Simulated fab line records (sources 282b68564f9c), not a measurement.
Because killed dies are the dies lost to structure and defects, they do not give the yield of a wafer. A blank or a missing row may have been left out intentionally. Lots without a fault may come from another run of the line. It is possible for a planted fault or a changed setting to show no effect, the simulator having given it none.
8D (eight disciplines) problem report, filled in by code / flow rit cmos / the parts of the form that need people (team, actions taken, sign-off) are left out

1. THE ISSUE
At RIT_M1_PROBE_99, killed at front end averages 45.0 over 2 wafers from 2 lots, while fault-free wafers read 6.9, standard deviation 2.8. That puts it +14 standard deviations away from the usual mean.
Earliest sighting: wafer L352.1 on prober-02 at day 6 03:29. The record has a number at this step for 41 wafers belonging to 14 lots. Rule for "out", or "out of limits": more than 4 standard deviations from the usual mean. Any other wafer with a number is counted as sound.

2. WHAT IT IS AND WHAT IT IS NOT
question=which readings at this step | is=killed at front end, killed dies | is not=killed at contacts, killed open, killed short
question=which lots | is=L352, L356 | is not=L339, L340, L341, L342, L343, L344, L345, L348, L350, L359, L361, L362
question=which wafers of those lots | is=L352.1, L356.4 | is not=L352.2, L352.6, L356.1, L356.3
question=read on which tools | is=prober-02 | is not=prober-01
question=when | is=from day 6 03:29 | is not=up to then (26 sound wafers); but 13 sound wafers of L352, L356, L359, L361, L362 came after

3. THE SUSPECTS, EACH WITH WHAT RULES IT OUT
Counting: if a tool at a process step up to the reading ran every lot that is out, it stays a suspect. Sound lots after the first of them don't rule it out here, since some wafers of a struck lot are sound.
- plasma asher-03 at RIT_NWELL_STRIP_09 (strips in O2, time 180 s): kept. Every lot that is out went through it, the first being L352 (day 4 14:50); the last sound lot it ran before that was L350 (day 4 05:26).
- prober-02 at RIT_M1_PROBE_99: kept. Every lot that is out went through it, the first being L352 (day 6 03:29); the last sound lot it ran before that was L350 (day 5 19:14). Out on those wafers are its own readings of killed at front end, killed dies.
- The sound lot-mates ran in chamber 1 of plasma asher-03 at RIT_NWELL_STRIP_09, but the wafers that are out ran in chamber 0.
What counting leaves: plasma asher-03 at RIT_NWELL_STRIP_09 and prober-02 at RIT_M1_PROBE_99.

4. THE CAUSE (what the simulator had put in)
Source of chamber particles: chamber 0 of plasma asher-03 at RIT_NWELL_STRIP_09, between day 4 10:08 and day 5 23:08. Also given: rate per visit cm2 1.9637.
Counting leaves 2 suspects; this tool is one of them.

5. THE CHAIN OF EFFECTS, in route order
One row per reading whose mean, taken over the struck wafers that have a number, lies over 3 standard deviations from the usual. Readings are gone through only where the record gives a usual standard deviation; hours: the median, over the lots, of the time from a lot's start at the first step in this table giving one to that lot's start at this step; sigmas: the change measured in usual standard deviations.
hours=0; step=RIT_M1_PROBE_99; reading=killed_at_M0_to_M3; usual=0.0; on struck wafers=0.5; change=+0.5; sigmas=+6.0
hours=0; step=RIT_M1_PROBE_99; reading=killed at front end; usual=6.9; on struck wafers=45.0; change=+38.1; sigmas=+14
hours=0; step=RIT_M1_PROBE_99; reading=killed dies; usual=7.0; on struck wafers=45.5; change=+38.5; sigmas=+14
Process steps it contains:
- RIT_M1_PROBE_99

6. HOW IT WOULD HAVE BEEN CAUGHT EARLIER
In this record no reading fell out of limits until day 6 03:29, 41 hours after the fault had begun at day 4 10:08.
No tool reading at RIT_NWELL_STRIP_09 that has a usual standard deviation in the record was out on any struck wafer, so an alarm limit of 4 standard deviations on those readings would not have fired.
By day 6 03:29 the whole set of lots that are out, 2 in number, had already begun RIT_NWELL_STRIP_09 on plasma asher-03. Had the tool been put on hold then, not one of them would have been saved.
